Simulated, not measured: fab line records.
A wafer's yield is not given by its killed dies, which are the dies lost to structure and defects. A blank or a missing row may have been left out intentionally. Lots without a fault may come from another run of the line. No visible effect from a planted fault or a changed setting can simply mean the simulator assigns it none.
A single fault, viewed from 2 desks / flow berkeley_cmos170 / every desk sees just its own numbers, and what lay behind them comes last

## FROM THE METROLOGY DESK
What the gauges read, lot by lot, whatever tool the lot ran on: means of the sampled wafers that have a number. The brackets show how far a lot's mean lies from the usual mean; more than 4 standard deviations puts the lot out of limits, marked OUT.
Columns: A = NVT_TW at UCB170_NVT_TW_MEAS_09, usual 526.4; B = cd_nm at UCB170_GATE_CD_MEAS_90, usual 349.3 nm; C = NLDD_TW at UCB170_NLDD_TW_MEAS_11, usual 2222; D = cd_nm at UCB170_PSD_CD_MEAS_06, usual 1200.3 nm; E = NLDD_RS at UCB170_SDANNEAL_RS_MEAS_05, usual 616.5 ohm/sq
lot=L247; first seen here=day 6 20:43; A=525.4; B=348.6; C=2200; D=1200.5; E=618.0
lot=L248; first seen here=day 6 20:58; A=527.6; B=347.5; C=2203; D=1201.1; E=616.1
lot=L252; first seen here=day 7 08:07; A=529.0; B=348.8; C=2228; D=1198.1; E=619.1
lot=L249; first seen here=day 7 08:11; A=529.6; B=348.3; C=2237; D=1200.6; E=617.0
lot=L250; first seen here=day 7 08:27; A=526.2; B=349.2; C=2210; D=1201.7; E=614.8
lot=L251; first seen here=day 7 08:38; A=529.5; B=349.5; C=2234; D=1201.8; E=614.9
lot=L253; first seen here=day 7 22:14; A=526.0; B=350.7; C=2235; D=1199.4; E=614.9
lot=L254; first seen here=day 7 22:22; A=530.0; B=349.4; C=2223; D=1202.3; E=616.4
lot=L257; first seen here=day 8 18:32; A=530.2; B=349.1; C=2302 (+5.3) OUT; D=1198.5; E=584.6 (-19) OUT
lot=L258; first seen here=day 9 05:32; A=526.4; B=349.9; C=2217; D=1198.5; E=619.5
lot=L262; first seen here=day 9 17:41; A=521.5; B=349.8; C=2292 (+4.7) OUT; D=1200.9; E=583.0 (-20) OUT
Per this desk, out of limits: L257, L262; the first was L257, day 9 15:56 (NLDD_TW at UCB170_NLDD_TW_MEAS_11). In limits: L247, L248, L252, L249, L250, L251, L253, L254, L258.

## AT THE TOOL OWNER'S DESK: implanter-01
UCB170_NLDD_IMPLANT_08, tool's own readings: per-lot mean of the sampled wafers with a number, covering each lot this tool ran. The brackets show how far a lot's mean lies from the usual mean; more than 4 standard deviations puts the lot out of limits, marked OUT.
Columns: A = beam_energy_keV at UCB170_NLDD_IMPLANT_08, usual 29.999; B = end_station_pressure_torr at UCB170_NLDD_IMPLANT_08, usual 5.12e-06 Torr
lot=L248; first seen here=day 7 17:08; A=29.998; B=5.08e-06
lot=L251; first seen here=day 8 06:20; A=30.002; B=5.14e-06
lot=L250; first seen here=day 8 06:33; A=30.005; B=4.94e-06
lot=L254; first seen here=day 9 00:29; A=30.003; B=5.20e-06
lot=L257; first seen here=day 9 15:33; A=36.607 (+99 or more) OUT; B=5.35e-06
lot=L262; first seen here=day 10 14:33; A=36.604 (+99 or more) OUT; B=5.30e-06
This desk's verdict: out of limits on L257, L262, starting with L257 at day 9 15:33 (beam_energy_keV at UCB170_NLDD_IMPLANT_08). In limits: L248, L251, L250, L254.

## ALL TOGETHER
The tool owner's desk had the chance to raise an alarm at day 9 15:33 on L257, L262.
On L257, L262, the metrology desk was in a position to raise an alarm at day 9 15:56.
All the named lots went through UCB170_NLDD_IMPLANT_08 on implanter-01.

## WHAT THE SIMULATOR PUT IN
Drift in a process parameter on implanter-01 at UCB170_NLDD_IMPLANT_08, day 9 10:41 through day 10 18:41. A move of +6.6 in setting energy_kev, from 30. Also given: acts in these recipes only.
Shown lots that were struck: L257, L262.
Hours from the fault's start to each desk's first reading out of limits: the tool owner's desk, 5; the metrology desk, 5.
